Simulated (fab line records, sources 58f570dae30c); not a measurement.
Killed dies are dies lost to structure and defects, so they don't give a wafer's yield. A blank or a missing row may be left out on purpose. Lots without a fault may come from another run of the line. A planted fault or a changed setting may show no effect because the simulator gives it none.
Chamber matching | flow berkeley_cmos170 | UCB170_V1_ETCH_14 on rie_diel-01: 4 sister chambers
The step etches SiO2 in CHF3/CF4/Ar, stops on Al, target depth 1250 nm, time 291 s. 14 wafers are shown with their chamber, then 7 later ones without.

WAFERS WITH THEIR CHAMBER
wafer  | chamber | drypump_motor_current_A (A) | throttle_valve_pct (%) | oes_product_au (a.u.)
L195.1 | 1       | 6.0                         | 7.00                   | 0.895
L195.2 | 3       | 6.0                         | 7.04                   | 0.874
L195.6 | 2       | 5.4                         | 6.91                   | 0.881
L198.1 | 3       | 6.0                         | 7.03                   | 0.881
L198.2 | 0       | 6.1                         | 6.73                   | 0.883
L198.3 | 2       | 5.4                         | 6.90                   | 0.875
L196.1 | 1       | 6.0                         | 7.00                   | 0.893
L196.2 | 0       | 6.1                         | 6.74                   | 0.877
L196.3 | 2       | 5.5                         | 6.90                   | 0.882
L200.2 | 2       | 5.4                         | 6.89                   | 0.866
L200.4 | 1       | 6.0                         | 7.00                   | 0.890
L200.5 | 1       | 6.0                         | 7.00                   | 0.898
L208.1 | 1       | 6.0                         | 7.00                   | 0.886
L208.3 | 2       | 5.4                         | 6.89                   | 0.876

SIGNATURES (means of the wafers above)
reading                 | chamber 0 | chamber 1 | chamber 2 | chamber 3 | scatter within a chamber
drypump_motor_current_A | 6.100     | 6.000     | 5.420     | 6.000     | 0.0283
throttle_valve_pct      | 6.7350    | 7.0000    | 6.8980    | 7.0350    | 0.00616
oes_product_au          | 0.88000   | 0.89240   | 0.87600   | 0.87750   | 0.00538
Rule: a wafer's distance from a chamber is the root of the sum, over the readings, of the square of ((its reading less the chamber's mean) divided by the reading's scatter). The wafer belongs to the nearest chamber; if the next one is less than 2 further off, it can't be placed. The scatter: the root of (the sum of the squares of (reading less its chamber's mean) over the shown wafers, divided by (wafers less chambers)).

WAFERS WITHOUT THEIR CHAMBER
wafer  | drypump_motor_current_A (A) | throttle_valve_pct (%) | oes_product_au (a.u.)
L208.6 | 6.2                         | 6.74                   | 0.874
L211.3 | 5.5                         | 6.90                   | 0.880
L211.5 | 6.0                         | 7.04                   | 0.868
L211.6 | 6.1                         | 6.72                   | 0.881
L212.1 | 6.1                         | 6.97                   | 0.881
L212.2 | 6.1                         | 6.73                   | 0.887
L212.5 | 6.1                         | 6.73                   | 0.890

WHICH CHAMBER EACH WENT THROUGH
wafer  | from the rows above | in truth
L208.6 | 0                   | 0
L211.3 | 2                   | 2
L211.5 | 3                   | 3
L211.6 | 0                   | 0
L212.1 | 1                   | 1
L212.2 | 0                   | 0
L212.5 | 0                   | 0
Placed correctly: 7 of 7. Can't be placed from these rows: 0. Placed wrongly: 0.
